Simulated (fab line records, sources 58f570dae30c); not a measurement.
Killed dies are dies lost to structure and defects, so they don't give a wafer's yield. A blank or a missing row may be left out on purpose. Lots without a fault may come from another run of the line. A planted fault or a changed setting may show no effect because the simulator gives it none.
Which tool did it? | flow berkeley_cmos170 | 14 lots, 42 wafers sampled, at 1 step of a route of 331

WHAT THE GAUGES READ, wafer by wafer
The record holds no reading of a measuring or inspecting step that can be judged against a usual standard deviation.

WHICH TOOL RAN EACH LOT (tool, then ch and the chambers of the sampled wafers, then the start)
lot  | UCB170_SILICIDE_RTA_04
L928 | rtp_anneal-01 ch 0, day 7 02:52
L930 | rtp_anneal-01 ch 0, day 7 12:26
L929 | rtp_anneal-02 ch 0, day 7 12:52
L932 | rtp_anneal-02 ch 0, day 8 02:49
L935 | rtp_anneal-02 ch 0, day 8 12:10
L933 | rtp_anneal-01 ch 0, day 8 12:31
L934 | rtp_anneal-02 ch 0, day 8 12:38
L936 | rtp_anneal-02 ch 0, day 9 04:39
L938 | rtp_anneal-02 ch 0, day 9 05:01
L939 | rtp_anneal-02 ch 0, day 9 05:31
L940 | rtp_anneal-02 ch 0, day 9 15:13
L942 | rtp_anneal-01 ch 0, day 10 05:07
L941 | rtp_anneal-02 ch 0, day 10 05:08
L943 | rtp_anneal-01 ch 0, day 10 07:08
- UCB170_SILICIDE_RTA_04: time 15 s.

WHAT THE TOOLS THEMSELVES READ (means of the sampled wafers that have a number; where no wafer has one, the mark that the record gives instead)
UCB170_SILICIDE_RTA_04. Usual: chamber_o2_ppm 2.005, standard deviation 0.022; lamp_power_pct 10.0 %, standard deviation 0.33; wafer_temp_C_max 653.8, standard deviation 0.73.
lot  | tool          | chamber_o2_ppm | lamp_power_pct (%) | wafer_temp_C_max | flag
L928 | rtp_anneal-01 | 2.029          | 9.6                | 653.1            |
L930 | rtp_anneal-01 | 1.988          | 9.6                | 653.4            |
L929 | rtp_anneal-02 | 1.985          | 10.3               | 652.9            |
L932 | rtp_anneal-02 | 2.030          | 10.3               | 653.7            |
L935 | rtp_anneal-02 | 1.995          | 10.3               | 653.6            |
L933 | rtp_anneal-01 | 1.988          | 9.6                | 653.6            |
L934 | rtp_anneal-02 | 2.020          | 10.3               | 654.2            |
L936 | rtp_anneal-02 | 2.006          | 10.3               | 653.4            |
L938 | rtp_anneal-02 | 2.008          | 10.3               | 654.4            |
L939 | rtp_anneal-02 | 2.016          | 10.3               | 654.5            |
L940 | rtp_anneal-02 | 302.000        | 10.3               | 654.4            | OFF
L942 | rtp_anneal-01 | 2.027          | 9.6                | 654.4            |
L941 | rtp_anneal-02 | 302.020        | 10.3               | 653.8            | OFF
L943 | rtp_anneal-01 | 2.016          | 9.6                | 653.7            |

THE ANSWER, worked out from the rows above alone
Rule: a lot is off if the mean of its wafers that have a number lies more than 3 standard deviations from the usual mean. A lot without any number at a reading at which 4 lots or more have one is off too. The other lots that the step has rows for count as sound. The gauges are gone through in route order, then the tools' own readings, and for those a lot's mean is taken as printed above. The first step at which some lot is off is used, and at that step the reading that is off furthest; a lot without a number counts as furthest.
Off: L940, L941, at UCB170_SILICIDE_RTA_04 (chamber_o2_ppm).
A tool fits if, at that step or a process step before it, it ran every lot that is off, and no sound lot after the first of them. One fits: rtp_anneal-02 at UCB170_SILICIDE_RTA_04. Its last sound lot is L939 (day 9 05:31), its first lot that is off L940 (day 9 15:13): a fault that began between those two fits.
The tool's own readings at UCB170_SILICIDE_RTA_04 bear it out: on the lots that are off they differ by more than 5 times the standard deviation of the sound lots' means. chamber_o2_ppm reads 302.010 there against 2.009 on the sound lots.

WHAT THE SIMULATOR HAD PUT IN
Process parameter drift: rtp_anneal-02, from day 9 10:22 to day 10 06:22, at UCB170_SILICIDE_RTA_04. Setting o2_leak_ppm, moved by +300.
Lots struck among those shown: L940, L941. The rule above found the same.
